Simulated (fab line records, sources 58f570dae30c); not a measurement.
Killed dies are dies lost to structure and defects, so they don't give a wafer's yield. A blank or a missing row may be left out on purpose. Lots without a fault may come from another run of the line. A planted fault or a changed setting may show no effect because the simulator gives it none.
Which tool did it? | flow berkeley_cmos170 | 13 lots, 39 wafers sampled, at 2 steps of a route of 331

WHAT THE GAUGES READ, wafer by wafer
UCB170_PWELL_THK_MEAS_03.
lot  | measured    | on            | PWELL_OXIDE_THK (nm)
L493 | day 2 17:22 | film_metro-02 | 25.7 25.9 25.5
L494 | day 2 17:23 | film_metro-01 | 26.8 26.7 26.4
L495 | day 3 00:52 | film_metro-01 | 26.1 25.8 26.3
L496 | day 3 06:18 | film_metro-04 | 26.3 25.9 26.6
L498 | day 3 17:43 | film_metro-01 | 25.8 26.1 26.1
L499 | day 4 01:35 | film_metro-01 | 26.4 26.0 26.1
L500 | day 4 11:06 | film_metro-04 | 26.6 26.2 26.5
L501 | day 4 11:07 | film_metro-01 | 27.2 27.3 26.8
L502 | day 4 11:07 | film_metro-02 | 26.3 26.6 26.9
L503 | day 4 16:44 | film_metro-04 | 26.7 26.5 26.4
L508 | day 5 15:33 | film_metro-04 | 26.3 26.4 26.4
L509 | day 5 19:54 | film_metro-02 | 26.2 26.3 26.9
L516 | day 7 12:01 | film_metro-01 | 27.3 26.8 27.1

UCB170_GATE_THK_MEAS_05.
lot  | measured     | on            | GATE_POLY_THK (nm)
L493 | day 6 00:23  | film_metro-04 | 216.4 213.4 217.6
L494 | day 6 00:24  | film_metro-03 | 216.0 216.8 215.6
L495 | day 6 16:29  | film_metro-03 | 214.2 213.1 213.2
L496 | day 6 19:33  | film_metro-04 | 213.5 213.6 213.7
L498 | day 6 19:34  | film_metro-02 | 212.8 213.3 213.4
L499 | day 7 21:13  | film_metro-04 | 214.6 213.7 214.3
L500 | day 7 21:14  | film_metro-02 | 217.2 216.7 214.0
L501 | day 7 21:11  | film_metro-03 | 212.9 213.2 212.0
L502 | day 7 21:12  | film_metro-02 | 217.3 213.8 215.2
L503 | day 8 05:47  | film_metro-02 | 216.0 214.6 215.5
L508 | day 9 07:25  | film_metro-04 | 215.2 216.4 214.9
L509 | day 9 07:28  | film_metro-03 | 209.6 209.6 210.4
L516 | day 11 10:52 | film_metro-03 | 212.1 211.5 211.0

WHICH TOOL RAN EACH LOT (tool, then ch and the chambers of the sampled wafers, then the start)
The record holds no process step before these readings.

WHAT THE TOOLS THEMSELVES READ (means of the sampled wafers that have a number; where no wafer has one, the mark that the record gives instead)
The record holds no such reading with a usual standard deviation.

THE ANSWER, worked out from the rows above alone
Rule: what is usual is taken from the lots themselves. Put in order of their means at a reading, lots are off if they are a third of the lots or fewer, leave a main group of 4 or more, and stand apart from it by a gap of 3 or more times the standard deviation of the main group's means; of several such gaps the widest counts. A main group whose means are all the same, to the digits that the tables above print for the reading, isn't used. A lot without any number at a reading at which 4 lots or more have one is off too. The other lots that the step has rows for count as sound. The gauges are gone through in route order, then the tools' own readings, and for those a lot's mean is taken as printed above. The first step at which some lot is off is used, and at that step the reading that is off furthest; a lot without a number counts as furthest.
No lot is off at any reading shown: from this, nothing can be told.

WHAT THE SIMULATOR HAD PUT IN
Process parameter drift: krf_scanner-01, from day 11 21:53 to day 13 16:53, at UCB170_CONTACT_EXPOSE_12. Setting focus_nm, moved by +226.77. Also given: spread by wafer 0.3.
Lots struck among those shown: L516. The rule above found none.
